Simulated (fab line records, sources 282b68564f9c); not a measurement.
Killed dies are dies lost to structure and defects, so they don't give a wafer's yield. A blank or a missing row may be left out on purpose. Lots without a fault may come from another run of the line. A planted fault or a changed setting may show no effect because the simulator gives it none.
fab line records | flow rit_cmos
record lots=6 wafers=18 last_day=8
route steps=202 shown SILICIDE@161 CONTACT@168 M1@202
lots that met no fault: from a run of the same line without faults
start_h: hours from the record's first day to the start of the lot's first wafer shown | wait_h: hours since the lot's step before | " the same as in the row above | L1.1+2: a row that stands for several wafers | - no value, or no start given | * or withheld: withheld | < > ~ a bound
route shown NAME@n: a module of which the file shows steps, and the number in the route of the first | usual: mean/standard deviation of fault-free wafers | same: alike in all rows | chamber/n: place in a boat | sites: the reading at each site | _std_site: their standard deviation | _edge_site: outer sites' mean less inner sites' | radius_mm: how far each site lies from the wafer's centre | mask NAME#n: copy n | behind: the tool/chamber that last shaped the wafer | hold: why the lot was held/for how many hours/how that ended | device: the transistor (n, p or np) that didn't switch | end of line: the same wafers' tests at the end of the route | a step without rows: its recipe alone | killed: dies lost to structure and defects at the first sort, not the wafer's yield | map: a wafer's dies, x killed, . not, _ none there
set.NAME: the setting as run; set.NAME@STEP: as run at that earlier step | model.NAME: the simulator's own value behind a step, which no gauge read
lots at some steps of the route; a table a step, a row a wafer
services: from which hour (start_h, from the record's first day; less than 0 if before it) a tool's chamber was out of use, for how many hours, and why
## steps
# step RIT_SILICIDE_WET_ETCH_00
# recipe chemistry=BOE target=SiO2 target_depth_nm=14 time_s=15 dry=n2_spin dilution=10:1 temp_c=21.5
# step RIT_SILICIDE_SPUTTER_01
# recipe material=Ti target_thk_nm=30 power_w=350 chamber_pressure_pa=0.667 gas=Ar time_s=240 substrate_temp_c=25
# usual throttle_valve_pct=30.1/1
# columns lot.wafer tool chamber start_h wait_h throttle_valve_pct
L285.1 pvd_sputter-01 - 66.69 0.0 31.0
L285.4 " - " " 29.9
L285.6 " - " " 30.9
L293.1 pvd_sputter-01 - 108.05 0.0 30.0
L293.4 " - " " 31.0
L293.6 " - " " 30.0
L301.3 pvd_sputter-01 - 147.77 0.0 30.3
L301.4 " - " " 30.9
L301.6 " - " " 30.2
L302.2 pvd_sputter-02 - 164.27 0.0 30.9
L302.4 " - " " 27.4
L302.5 " - " " 29.8
L305.1 pvd_sputter-02 - 172.06 0.0 30.8
L305.3 " - " " 27.5
L305.5 " - " " 30.0
L306.2 pvd_sputter-01 - 180.54 0.0 29.6
L306.3 " - " " 30.2
L306.5 " - " " 31.0
# step RIT_SILICIDE_RS_MEAS_02
# recipe thk_meas_gauge=four-point-probe reads=Ti_of_SILICIDE_SPUTTER_01
# usual SILICIDE_TI_RS=47.3/0.88
# columns lot.wafer tool chamber start_h wait_h SILICIDE_TI_RS[ohm/sq]
L285.1 film_metro-03 - 66.84 0.1 47.3
L285.4 " - " " 47.4
L285.6 " - " " 46.9
L293.1 film_metro-04 - 108.20 0.1 47.5
L293.4 " - " " 47.6
L293.6 " - " " 47.5
L301.3 film_metro-04 - 147.96 0.1 49.1
L301.4 " - " " 48.2
L301.6 " - " " 48.5
L302.2 film_metro-04 - 164.44 0.1 48.0
L302.4 " - " " 46.9
L302.5 " - " " 48.2
L305.1 film_metro-04 - 172.21 0.1 46.9
L305.3 " - " " 46.2
L305.5 " - " " 46.6
L306.2 film_metro-04 - 180.71 0.1 48.0
L306.3 " - " " 47.8
L306.5 " - " " 48.1
# step RIT_SILICIDE_THK_MEAS_03
# recipe thk_meas_gauge=xrf reads=Ti_of_SILICIDE_SPUTTER_01
# usual SILICIDE_TI_THK=29.7/0.48
# columns lot.wafer tool chamber start_h wait_h SILICIDE_TI_THK[nm]
L285.1 film_metro-03 - 66.96 0.1 29.5
L285.4 " - " " 29.6
L285.6 " - " " 29.7
L293.1 film_metro-04 - 108.32 0.1 29.8
L293.4 " - " " 29.8
L293.6 " - " " 29.7
L301.3 film_metro-04 - 148.06 0.1 28.9
L301.4 " - " " 29.3
L301.6 " - " " 29.1
L302.2 film_metro-04 - 164.55 0.1 29.5
L302.4 " - " " 29.9
L302.5 " - " " 29.3
L305.1 film_metro-04 - 172.33 0.1 29.9
L305.3 " - " " 30.5
L305.5 " - " " 30.0
L306.2 film_metro-04 - 180.82 0.1 29.5
L306.3 " - " " 29.6
L306.5 " - " " 29.5
# step RIT_SILICIDE_RTA_04
# recipe temp_c=650 time_s=10 idle_temp_c=25 ramp_up_s=5 ramp_down_s=5 cool_to_c=25 ambient=N2
# usual wafer_temp_C_max=653.0/0.9
# columns lot.wafer tool chamber start_h wait_h wafer_temp_C_max
L285.1 rtp_anneal-02 0 67.02 0.1 654.0
L285.4 " 0 " " 654.6
L285.6 " 0 " " 653.3
L293.1 rtp_anneal-02 0 108.38 0.1 652.8
L293.4 " 0 " " 654.1
L293.6 " 0 " " 654.0
L301.3 rtp_anneal-02 0 148.12 0.1 653.9
L301.4 " 0 " " 653.9
L301.6 " 0 " " 654.2
L302.2 rtp_anneal-01 0 164.61 0.1 652.2
L302.4 " 0 " " 651.9
L302.5 " 0 " " 652.0
L305.1 rtp_anneal-02 0 172.39 0.1 653.8
L305.3 " 0 " " 653.8
L305.5 " 0 " " 654.5
L306.2 rtp_anneal-01 0 180.88 0.1 652.3
L306.3 " 0 " " 652.2
L306.5 " 0 " " 651.7
# step RIT_SILICIDE_WET_ETCH_05
# recipe chemistry=SPM target=Ti temp_c=90 time_s=120 dry=n2_spin
# step RIT_SILICIDE_RTA_06
# recipe temp_c=750 time_s=10 idle_temp_c=25 ramp_up_s=5 ramp_down_s=10 cool_to_c=25 ambient=N2
# usual wafer_temp_C_max=753.3/0.97
# columns lot.wafer tool chamber start_h wait_h wafer_temp_C_max
L285.1 rtp_anneal-01 0 67.13 0.0 752.8
L285.4 " 0 " " 752.8
L285.6 " 0 " " 752.2
L293.1 rtp_anneal-01 0 108.49 0.0 753.2
L293.4 " 0 " " 754.0
L293.6 " 0 " " 752.4
L301.3 rtp_anneal-01 0 148.23 0.0 751.8
L301.4 " 0 " " 752.5
L301.6 " 0 " " 752.2
L302.2 rtp_anneal-02 0 164.72 0.0 753.0
L302.4 " 0 " " 752.8
L302.5 " 0 " " 753.0
L305.1 rtp_anneal-01 0 172.49 0.0 752.6
L305.3 " 0 " " 752.9
L305.5 " 0 " " 753.0
L306.2 rtp_anneal-02 0 180.99 0.0 753.1
L306.3 " 0 " " 753.7
L306.5 " 0 " " 753.2
# step RIT_CONTACT_CVD_00
# recipe material=SiO2 target_thk_nm=400 precursor=TEOS temp_c=390 time_s=61 rf_w=391.4
# usual heater_power_w=305/59
# columns lot.wafer tool chamber start_h wait_h heater_power_w
L285.1 pecvd-04 1 67.19 0.1 280
L285.4 " 2 " " 386
L285.6 " 0 " " 194
L293.1 pecvd-01 2 108.56 0.1 330
L293.4 " 1 " " 283
L293.6 " 2 " " 345
L301.3 pecvd-03 0 148.28 0.0 331
L301.4 " 0 " " 338
L301.6 " 2 " " 269
L302.2 pecvd-01 2 164.78 0.0 334
L302.4 " 2 " " 346
L302.5 " 1 " " 319
L305.1 pecvd-01 1 172.56 0.1 257
L305.3 " 2 " " 359
L305.5 " 1 " " 278
L306.2 pecvd-04 0 181.05 0.0 245
L306.3 " 2 " " 353
L306.5 " 0 " " 254
# step RIT_CONTACT_THK_MEAS_01
# recipe reads=SiO2_of_CONTACT_CVD_00
# usual CONTACT_TEOS_THK=393/5.3
# columns lot.wafer tool chamber start_h wait_h CONTACT_TEOS_THK[nm]
L285.1 film_metro-03 - 67.25 0.0 390
L285.4 " - " " 389
L285.6 " - " " 403
L293.1 film_metro-04 - 108.61 0.0 398
L293.4 " - " " 400
L293.6 " - " " 404
L301.3 film_metro-03 - 148.35 0.0 386
L301.4 " - " " 398
L301.6 " - " " 390
L302.2 film_metro-02 - 164.84 0.0 396
L302.4 " - " " 404
L302.5 " - " " 401
L305.1 film_metro-03 - 172.61 0.0 399
L305.3 " - " " 400
L305.5 " - " " 402
L306.2 film_metro-03 - 181.11 0.0 396
L306.3 " - " " 392
L306.5 " - " " 398
# step RIT_CONTACT_HMDS_02
# recipe prime_time_s=60 prime_temp_c=140
# step RIT_CONTACT_COAT_03
# recipe resist=NOVOLAK spin_rpm=3250 resist_thk_nm=1000
# step RIT_CONTACT_SOFTBAKE_04
# recipe resist=NOVOLAK temp_c=90 time_s=60
# step RIT_CONTACT_EXPOSE_05
# recipe mask_id=M11 na=0.6 source_shape=conventional sigma_outer=0.5 target_cd_nm=1000 dose_mj=250
# usual exposure_dose_mJ_cm2=249.93/0.27 stage_vel_mm_s=499.92/0.26
# columns lot.wafer tool chamber start_h wait_h mask exposure_dose_mJ_cm2 stage_vel_mm_s model.CONTACT.overlay_x_nm
L285.1 iline_stepper-02 0 67.77 0.1 M11#0 249.66 500.19 -1.371
L285.4 " 0 " " M11#0 249.89 500.38 -1.371
L285.6 " 0 " " M11#0 249.84 499.75 -1.371
L293.1 iline_stepper-01 0 109.35 0.4 M11#0 249.75 499.94 0.2433
L293.4 " 0 " " M11#0 250.43 499.96 0.2433
L293.6 " 0 " " M11#0 250.18 500.37 0.2433
L301.3 iline_stepper-02 0 149.00 0.2 M11#0 249.74 500.35 347.6
L301.4 " 0 " " M11#0 249.78 500.03 347.6
L301.6 " 0 " " M11#0 249.97 500.42 347.6
L302.2 iline_stepper-02 0 165.36 0.1 M11#0 249.75 500.19 347.1
L302.4 " 0 " " M11#0 249.96 500.07 347.1
L302.5 " 0 " " M11#0 250.32 499.90 347.1
L305.1 iline_stepper-01 0 173.25 0.2 M11#0 250.12 499.44 0.949
L305.3 " 0 " " M11#0 250.32 499.53 0.949
L305.5 " 0 " " M11#0 250.21 499.75 0.949
L306.2 iline_stepper-01 0 181.63 0.1 M11#0 249.87 499.85 0.1561
L306.3 " 0 " " M11#0 250.04 499.98 0.1561
L306.5 " 0 " " M11#0 250.48 499.65 0.1561
# step RIT_CONTACT_PEB_06
# recipe resist=NOVOLAK temp_c=withheld time_s=withheld
# step RIT_CONTACT_DEVELOP_07
# recipe resist=NOVOLAK develop_time_s=120 dev_temp_c=23
# step RIT_CONTACT_CD_MEAS_08
# recipe target_cd_nm=1000
# usual cd_nm=1000.5/2.2
# columns lot.wafer tool chamber start_h wait_h cd_nm
L285.1 cd_sem-01 - 68.29 - 998.9
L285.4 " - " " 999.2
L285.6 " - " " 1001.7
L293.1 cd_sem-01 - 109.87 - 997.8
L293.4 " - " " 999.2
L293.6 " - " " 998.3
L301.3 cd_sem-01 - 149.52 - 1000.8
L301.4 " - " " 999.2
L301.6 " - " " 1002.6
L302.2 cd_sem-02 - 165.87 - 998.6
L302.4 " - " " 998.3
L302.5 " - " " 999.4
L305.1 cd_sem-01 - 173.76 - 1000.0
L305.3 " - " " 998.5
L305.5 " - " " 999.7
L306.2 cd_sem-01 - 182.14 - 997.9
L306.3 " - " " 997.3
L306.5 " - " " 999.0
# step RIT_CONTACT_OVL_MEAS_09
# usual CONTACT_OVL=0.5/1.7
# columns lot.wafer tool chamber start_h wait_h hold CONTACT_OVL[nm]
L285.1 overlay-02 - 68.41 0.1 - -1.8
L285.4 " - " " - -1.6
L285.6 " - " " - -1.6
L293.1 overlay-02 - 109.99 0.1 - 1.8
L293.4 " - " " - 1.4
L293.6 " - " " - -0.6
L301.3 overlay-02 - 149.61 0.1 await_dispo/0.2h/release 348.8
L301.4 " - " " await_dispo/0.2h/release 347.1
L301.6 " - " " await_dispo/0.2h/release 347.0
L301.3 overlay-02 - 149.81 0.2 - 348.2
L301.4 " - " " - 346.9
L301.6 " - " " - 346.7
L302.2 overlay-02 - 165.98 0.1 await_dispo/0.2h/release 347.3
L302.4 " - " " await_dispo/0.2h/release 350.1
L302.5 " - " " await_dispo/0.2h/release 348.8
L302.2 overlay-02 - 166.18 0.2 - 346.7
L302.4 " - " " - 348.5
L302.5 " - " " - 348.3
L305.1 overlay-02 - 173.88 0.1 - 2.2
L305.3 " - " " - 1.1
L305.5 " - " " - 3.7
L306.2 overlay-01 - 182.25 0.1 - -0.6
L306.3 " - " " - -0.3
L306.5 " - " " - -1.4
# step RIT_M1_PROBE_99
# usual defect_limited_yield=97.3/1.1 killed_at_contacts=0.1/0.23 killed_at_front_end=7/3 killed_dies=7/3 killed_open=3.3/2.1 killed_short=3.7/1.9 sort_bin_3_pad_short=0.1/0.22 sort_bin_5_function=1.5/0.79 sort_bin_6_memory=1.1/0.65 sort_n_pass=257/3 sort_yield_pct=97.3/1.1
# same gross_dies=264 killed_at_M0_to_M3=0 killed_at_M4_up=0 killed_at_back_side=0 killed_at_other=0
# columns lot.wafer tool chamber start_h wait_h defect_limited_yield[%] killed_at_contacts killed_at_front_end killed_dies killed_open killed_short sort_bin_3_pad_short[%] sort_bin_5_function[%] sort_bin_6_memory[%] sort_n_pass sort_yield_pct[%]
L285.1 prober-02 - 73.64 0.1 98.1 0 5 5 2 3 0 1.1 0.8 259 98.1
L285.4 prober-02 - 73.79 0.2 97.3 0 7 7 3 4 0.8 1.1 0.8 257 97.3
L285.6 prober-02 - 73.89 0.2 97.7 0 6 6 5 1 0 1.1 1.1 258 97.7
L293.1 prober-02 - 115.33 0.1 97.0 0 8 8 4 4 0 2.3 0.8 256 97.0
L293.4 prober-02 - 115.48 0.2 96.2 0 10 10 4 6 0.4 2.3 1.1 254 96.2
L293.6 prober-02 - 115.58 0.2 94.3 0 15 15 10 5 0 2.3 3.4 249 94.3
L305.1 prober-02 - 180.26 0.1 95.8 0 11 11 6 5 0.4 0.8 3.0 253 95.8
L305.3 prober-02 - 180.36 0.2 95.1 0 13 13 9 4 0.4 1.9 2.7 251 95.1
L305.5 prober-02 - 180.46 0.2 99.2 0 2 2 2 0 0 0.4 0.4 262 99.2
L306.2 prober-01 - 187.35 0.1 96.6 1 8 9 3 6 0 1.9 1.5 255 96.6
L306.3 prober-01 - 187.40 0.2 97.7 0 6 6 2 4 0.8 0.8 0.8 258 97.7
L306.5 prober-01 - 187.50 0.2 95.5 0 12 12 6 6 0.4 2.7 1.5 252 95.5
# killed by level:class
L285.1 SPACER:geometric_particle:short=2 FOX1:geometric_particle:short=1 GATE:geometric_particle:open=1 SILICIDE:geometric_particle:open=1
L285.4 GATE:geometric_particle:short=2 GATE:geometric_particle:open=2 SPACER:geometric_particle:open=1 SPACER:geometric_particle:short=1 SILICIDE:geometric_particle:short=1
L285.6 GATE:geometric_particle:open=2 SPACER:geometric_particle:open=2 GATE:geometric_particle:short=1 SILICIDE:geometric_particle:open=1
L293.1 FOX1:geometric_particle:short=2 GATE:geometric_particle:open=2 SILICIDE:geometric_particle:open=2 SPACER:geometric_particle:short=1 SILICIDE:geometric_particle:short=1
L293.4 REOX:geometric_particle:open=3 FOX1:geometric_particle:short=2 GATE:geometric_particle:short=2 SILICIDE:geometric_particle:short=2 SILICIDE:geometric_particle:open=1
L293.6 SPACER:geometric_particle:open=3 FOX1:geometric_particle:short=2 FOX1:geometric_particle:open=2 GATE:geometric_particle:open=2 REOX:geometric_particle:open=2 SPACER:geometric_particle:short=2 FOX2:geometric_particle:open=1 GATE:geometric_particle:short=1
L305.1 FOX1:geometric_particle:open=2 GATE:geometric_particle:short=2 GATE:geometric_particle:open=2 FOX1:geometric_particle:short=1 REOX:geometric_particle:open=1 REOX:geometric_particle:short=1 SPACER:geometric_particle:short=1 SILICIDE:geometric_particle:open=1
L305.3 GATE:geometric_particle:open=5 FOX1:geometric_particle:open=2 SPACER:geometric_particle:short=2 FOX1:geometric_particle:short=1 GATE:geometric_particle:short=1 SPACER:geometric_particle:open=1 SILICIDE:geometric_particle:open=1
L305.5 FOX1:geometric_particle:open=1 REOX:geometric_particle:open=1
L306.2 GATE:geometric_particle:short=3 SILICIDE:geometric_particle:short=2 REOX:geometric_particle:short=1 REOX:geometric_particle:open=1 SPACER:geometric_particle:open=1 CONTACT:geometric_particle:open=1
L306.3 SILICIDE:geometric_particle:short=2 GATE:geometric_particle:short=1 GATE:geometric_particle:open=1 SPACER:geometric_particle:open=1 SPACER:geometric_particle:short=1
L306.5 FOX1:geometric_particle:short=3 GATE:geometric_particle:open=3 REOX:geometric_particle:short=2 SPACER:geometric_particle:open=2 GATE:geometric_particle:short=1 REOX:geometric_particle:open=1
## services
# columns tool chamber start_h hours kind
pecvd-03 2 52.64 9.3 repair
pvd_sputter-02 - 84.21 5.0 repair
iline_stepper-02 - 106.63 9.2 repair
iline_stepper-01 0 116.15 - calibration
pvd_sputter-02 - 120.75 1.9 repair
pecvd-04 2 137.67 1.9 repair
iline_stepper-02 - 179.28 2.6 repair
## key
first_sign step=RIT_CONTACT_OVL_MEAS_09 reading=visit direction=added
effect step=RIT_CONTACT_OVL_MEAS_09 reading=CONTACT_OVL direction=up sigmas=99+ usual=0.5 struck=348.2
model_effect step=RIT_CONTACT_EXPOSE_05 value=CONTACT.overlay_x_nm without=-0.3994 struck=347.4
met_at RIT_CONTACT_EXPOSE_05
struck_wafers L301.3,L301.4,L301.6,L302.2,L302.4,L302.5
scrapped_behind RIT_CONTACT_OVL_MEAS_09 L301.3,L301.4,L301.6,L302.2,L302.4,L302.5
onset_between 67.77 149.00
fault kind=scanner_matching_overlay tool=iline_stepper-02 chamber=- onset_h=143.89 steps=RIT_CONTACT_EXPOSE_05 offset=347.75
